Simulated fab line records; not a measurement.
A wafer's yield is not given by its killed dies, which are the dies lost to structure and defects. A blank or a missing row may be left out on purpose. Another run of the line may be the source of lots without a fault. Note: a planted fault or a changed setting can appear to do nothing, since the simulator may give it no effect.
A lot that was struck, set against a sound lot ; flow rit cmos ; 21 out of 202 route steps
Sound: the wafers L304.1, L304.2, L304.3. Wafers struck: L309.1, L309.5, L309.6. At the end, the cause is stated.
For every step that has rows: the tool of each side, followed by ch and its chambers, followed by its first start. Under that, the readings that differ: sound wafers ; struck wafers ; difference of the means ; sigmas: that difference in standard deviations of wafers without a fault.
alike: words and numbers the same on both sides, and readings whose means are apart by under 2 such deviations; not compared: readings that were withheld, readings missing a value for some wafer, numbers with overlapping values and no deviation given by the record, and bounds like >300 which may hide the same value.
Wherever a step has rows on one side only, a row that says differs or no value, or a row with sigmas, the two part there. Numbers that have no deviation but don't overlap get no sigmas and don't part them. Lack of a reading on every wafer of one side parts them only where that side has two or more wafers.

first, 3 steps without rows for these wafers: RIT_PWELL_EXPOSE_03 (exposes mask M3, target cd 43700 nm); RIT_PWELL_PEB_04; RIT_PWELL_DEVELOP_05 (develop time 68 s).
RIT_PWELL_OVL_MEAS_06:
  sound: overlay-01 at day 1 23:37; struck: overlay-01 at day 3 05:04
  alike: PWELL_OVL
then, 2 steps without rows for these wafers: RIT_PWELL_HARDBAKE_07 (time 120 s); RIT_PWELL_IMPLANT_08.
RIT_PWELL_STRIP_09: strips in O2, time 180 s.
  sound on plasma asher-02 ch 0,1, day 2 00:10; struck on plasma asher-04 ch 0,1, day 3 05:30
  alike: drypump motor current A, o2 flow sccm
  not compared: rf hours counter h
RIT_PWELL_TW_MEAS_10:
  sound: film metro-04 at day 2 00:21; struck: film metro-03 at day 3 05:40
reading;sound;struck;difference;sigmas
PWELL_TW;963 960 963;944 947 939;-19;-3
then, 1 step without rows for these wafers: RIT_WELLDRIVE_ANNEAL_00 (time 14700 s).
RIT_WELLDRIVE_RS_MEAS_01: uses a four-point probe to measure.
  sound: film metro-03 at day 2 06:08; struck: film metro-04 at day 3 10:49
  alike: NWELL_RS
RIT_WELLDRIVE_RS_MEAS_02: uses a four-point probe to measure.
  sound: film metro-03 at day 2 06:16; struck: film metro-04 at day 3 10:56
  alike: PWELL_RS
then, 1 step without rows for these wafers: RIT_NRETRO_HMDS_00 (prime time 60 s).
RIT_NRETRO_COAT_01: resist thk 1300 nm.
  sound on litho track-03 ch 0, day 2 06:32; struck on litho track-01 ch 0, day 3 11:13
reading;sound;struck;difference;sigmas
spin speed rpm (rpm);1998.8 1999.6 1999.8;2085.2 2083.2 2084.2;+84.8;+65
model.NOVOLAK_of_NRETRO_COAT_01.thk nm (nm);1307 1301 1299;1276 1269 1273;-30;
then, 4 steps without rows for these wafers: RIT_NRETRO_SOFTBAKE_02 (time 60 s); RIT_NRETRO_EXPOSE_03 (exposes mask M4, target cd 43900 nm); RIT_NRETRO_PEB_04; RIT_NRETRO_DEVELOP_05 (develop time 68 s).
RIT_NRETRO_OVL_MEAS_06:
  sound: overlay-01 at day 2 07:23; struck: overlay-01 at day 3 12:01
  alike: NRETRO_OVL
RIT_NRETRO_HARDBAKE_07: time 120 s.
  sound on litho track-03 ch 0, day 2 07:25; struck on litho track-03 ch 0, day 3 12:04
reading;sound;struck;difference;sigmas
model.NOVOLAK_of_NRETRO_COAT_01.thk nm (nm);1143 1137 1136;1116 1110 1114;-25;
next, for these wafers, 1 step has no rows: RIT_NRETRO_IMPLANT_08.
RIT_M1_PROBE_99:
  the record has rows for the sound wafers here (prober-01, day 3 15:31) and none for the struck ones

## WHERE THEY PART
Last at RIT_M1_PROBE_99 as far as this record goes, first at RIT_PWELL_TW_MEAS_10.

WHY: what the simulator had put in
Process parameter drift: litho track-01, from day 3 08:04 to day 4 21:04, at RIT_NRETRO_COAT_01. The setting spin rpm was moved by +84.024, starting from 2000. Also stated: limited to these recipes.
